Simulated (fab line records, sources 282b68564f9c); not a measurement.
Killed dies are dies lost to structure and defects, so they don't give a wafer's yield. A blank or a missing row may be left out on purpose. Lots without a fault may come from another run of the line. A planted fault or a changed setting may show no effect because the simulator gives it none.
Problem report in the 8D (eight disciplines) form, filled by code | flow rit_cmos | the parts of the form that need people (team, actions taken, sign-off) are left out

1. THE PROBLEM
wafer_temp_C_max at RIT_SILICIDE_RTA_06 reads a mean of 758.4 on 9 wafers of 3 lots; wafers without a fault read 753.0 with a standard deviation of 0.69. That is +7.8 standard deviations from the usual mean.
The step: time 10 s, ramp up 5 s, ramp down 10 s.
First seen on wafer L791.3, day 6 17:50, on rtp_anneal-02. The record holds 45 wafers of 15 lots with a number at this step. Rule for "out", or "out of limits": more than 4 standard deviations from the usual mean. The other wafers with a number count as sound.

2. WHAT IT IS AND WHAT IT IS NOT
question                    | is                     | is not
which readings at this step | wafer_temp_C_max       | -
which lots                  | L791, L792, L793       | L777, L779, L782, L783, L785, L786, L787, L788, L789, L790, L794, L800
which wafers of those lots  | all that have a number | -
read on which tools         | rtp_anneal-02          | rtp_anneal-01
when                        | from day 6 17:50       | up to then (30 sound wafers); but 6 sound wafers of L794, L800 came after

3. SUSPECTS, AND WHAT RULES EACH OUT
Counting: a tool at a process step up to the reading stays a suspect if it ran every lot that is out and no sound lot after the first of them.
- plasma_asher-04 at RIT_PLDD_STRIP_09 (strips in O2, time 180 s): ruled out as a lasting fault. Sound lots L800 ran on it after its first lot that is out, L791 (day 6 07:50).
- rtp_anneal-02 at RIT_SILICIDE_RTA_06 (time 10 s, ramp up 5 s, ramp down 10 s): kept. It ran every lot that is out, first L791 (day 6 17:50), and no sound lot after that; its last sound lot up to then is L789 (day 6 00:02). Its own readings are out on those wafers: wafer_temp_C_max.
Left after counting: rtp_anneal-02 at RIT_SILICIDE_RTA_06.

4. THE CAUSE (what the simulator had put in)
Process parameter drift: rtp_anneal-02, from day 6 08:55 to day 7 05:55, at RIT_SILICIDE_RTA_06. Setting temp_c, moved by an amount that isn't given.
Counting left only this tool.

5. THE CHAIN OF EFFECTS, in route order
Each row: a reading whose mean over the struck wafers that have a number lies more than 3 standard deviations from the usual. Only readings for which the record gives a usual standard deviation are gone through. hours: the time from each lot's start at the first step in this table that gives one to its start at this step, as a median over the lots. sigmas: the change in usual standard deviations.
hours | step                | reading          | usual | on struck wafers | change | sigmas
0     | RIT_SILICIDE_RTA_06 | wafer_temp_C_max | 753.0 | 758.4            | +5.4   | +7.8
The process steps in it:
- RIT_SILICIDE_RTA_06: time 10 s, ramp up 5 s, ramp down 10 s.
Later measuring or inspecting steps at which every struck wafer that the step has a row for has a number for every such reading, and none has moved that far: RIT_M1_RS_MEAS_01.

6. WHAT WOULD HAVE CAUGHT IT SOONER
In this record the first reading out of limits was taken at day 6 17:50, 9 hours after the fault began at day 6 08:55.
